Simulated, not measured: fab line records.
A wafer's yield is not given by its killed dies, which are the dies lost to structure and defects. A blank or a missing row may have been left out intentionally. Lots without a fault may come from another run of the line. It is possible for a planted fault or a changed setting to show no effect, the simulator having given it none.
Comparing a struck lot with a sound one	flow berkeley cmos170	13 steps out of a route of 331
Sound: these wafers, L229.1, L229.3, L229.5. The struck wafers were L235.2, L235.3, L235.5. The cause comes at the end.
Order at every step that has rows: each side's tool, ch and its chambers, its first start. Under that, the readings that differ: sound wafers	struck wafers	difference of the means	sigmas: that difference in standard deviations of wafers without a fault.
alike: a reading whose means differ by less than 2 such deviations, as well as words and numbers matching on both sides. not compared: withheld readings; readings where some wafer has no value; bounds like >300 that might hide an equal value; numbers whose values overlap and for which the record gives no deviation.
The two part at a step that has a row with sigmas, a row that says differs or no value, or rows on one side only. When numbers do not overlap yet have no deviation, they are printed without sigmas and do not part them. A reading missing from all wafers of one side parts the sides only when that side holds two or more wafers.

first, 1 step without rows for these wafers: UCB170_PFIELD_IMPLANT_07.
UCB170_PFIELD_STRIP_08: strips in O2.
  sound on plasma asher-01 ch 0,1, day 6 05:49; struck on plasma asher-01 ch 0,1, day 7 21:07
reading	sound	struck	difference	sigmas
strip time to endpoint s (s)	21.48 21.55 21.52	21.80 21.72 21.80	+0.26	+4
  alike: drypump motor current A, oes product au
  not compared: rf hours counter h
UCB170_PFIELD_TW_MEAS_09:
  sound: film metro-01 at day 6 05:55; struck: film metro-02 at day 7 21:13
  alike: PFIELD_TW
then, 2 steps without rows for these wafers: UCB170_FIELD_CLEAN_00 (cleans in dHF, time 7.5 s); UCB170_FIELD_OXIDATION_01 (target thk 558.3 nm, ox time 7200 s).
UCB170_FIELD_THK_MEAS_02:
  sound: film metro-02 at day 6 17:47; struck: film metro-04 at day 8 07:00
  alike: FIELD_OXIDE_THK
then, 4 steps without rows for these wafers: UCB170_FIELD_ANNEAL_03 (time 1200 s); UCB170_FIELD_WET_ETCH_04 (etches SiO2 in dHF, time 60 s); UCB170_FIELD_WET_ETCH_05 (etches Si3N4 in H3PO4, time 12600 s); UCB170_FIELD_WET_ETCH_06 (etches SiO2 in BOE, time 23.05 s).
UCB170_FIELD_THK_MEAS_90:
  sound: film metro-02 at day 7 05:01; struck: film metro-01 at day 8 14:03
  alike: FIELD_OXIDE_LEFT_1_THK
then, 1 step without rows for these wafers: UCB170_SACOX_CLEAN_00 (cleans in dHF, time 7.5 s).
UCB170_SACOX_OXIDATION_01: target thk 14.4 nm, ox time 2400 s.
  struck on furnace-04, day 8 16:47; sound on furnace-02 ch 0, day 7 09:58
  no value came back on the struck wafers for ox temp c (C), ox temp c max; on the sound wafers ox temp c (C) reads 899.6 899.8 899.4

## WHERE THEY PART
Earliest at UCB170_PFIELD_STRIP_08; latest, in this record, at UCB170_SACOX_OXIDATION_01.

WHY: whatever the simulator had introduced
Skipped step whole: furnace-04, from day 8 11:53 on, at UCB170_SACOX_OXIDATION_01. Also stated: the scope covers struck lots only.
